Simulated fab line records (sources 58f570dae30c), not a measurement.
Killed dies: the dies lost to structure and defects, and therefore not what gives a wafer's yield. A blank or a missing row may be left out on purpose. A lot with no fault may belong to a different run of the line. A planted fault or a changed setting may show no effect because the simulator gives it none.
Code-filled problem report in 8D (eight disciplines) form	flow berkeley-cmos170	the parts of the form that need people (team, actions taken, sign-off) are left out

1. WHAT WENT WRONG
Across 5 wafers from 2 lots, WELLDRIVE_OXIDE_THK at UCB170_WELLDRIVE_THK_MEAS_02 averages 176 nm, while fault-free wafers read 199 nm with a standard deviation of 3.8. That is -6.0 standard deviations from the usual mean.
The first sign was on wafer L532.1 at day 4 11:16, on film-metro-03. The record holds 41 wafers of 14 lots with a number at this step. Rule for "out", or "out of limits": more than 4 standard deviations from the usual mean. The rest of the wafers with a number are treated as sound.

2. WHAT IT IS, WHAT IT ISN'T
question	is	is not
which readings at this step	WELLDRIVE_OXIDE_THK	-
which lots	L532, L533	L527, L529, L530, L531, L538, L542, L544, L545, L546, L547, L548, L550
which wafers of those lots	all that have a number	-
read on which gauges	film-metro-01, film-metro-03	film-metro-02
when	from day 4 11:16	up to then (12 sound wafers); but 24 sound wafers of L538, L542, L544, L545, L546, L547, L548, L550 came after

3. THE SUSPECTS, EACH WITH WHAT RULES IT OUT
Counting: any tool at a process step up to the reading is kept as a suspect provided that every lot that is out went through it and no sound lot did after the first of them.
- the gauge at UCB170_WELLDRIVE_THK_MEAS_02 is ruled out. The wafers that are out were read on 2 gauges (film-metro-01, film-metro-03).
- furnace-01 at UCB170_WELLDRIVE_OXIDATION_01 (target thk 199 nm, ox time 9000 s): ruled out as a lasting fault. The sound lots L545, L547, L548, L550 went through it after L532, its earliest lot that is out (day 4 07:46).
Left after counting: nothing in the record.

4. THE CAUSE (what the simulator had put in)
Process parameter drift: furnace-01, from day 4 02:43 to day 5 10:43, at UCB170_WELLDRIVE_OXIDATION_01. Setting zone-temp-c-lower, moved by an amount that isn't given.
The count ruled it out by mistake, since the rule takes a fault to strike every lot its tool runs from the start of the fault on, and this one did not do so.

5. THE CHAIN OF EFFECTS, in route order
One row per reading whose mean, taken over the struck wafers that have a number, lies over 3 standard deviations from the usual. Scope: only readings with a usual standard deviation given in the record; hours: median across lots of the time from each lot's start at the first step in this table that gives one to its start at this step; sigmas: change in usual standard deviations.
hours	step	reading	usual	on struck wafers	change	sigmas
0	UCB170_WELLDRIVE_THK_MEAS_02	WELLDRIVE_OXIDE_THK	199 nm	176	-23	-6.0

6. WHAT WOULD HAVE CAUGHT IT SOONER
The first out-of-limits reading at a measuring or inspecting step in this record came at day 4 11:16, 9 hours after the fault's start at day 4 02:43.
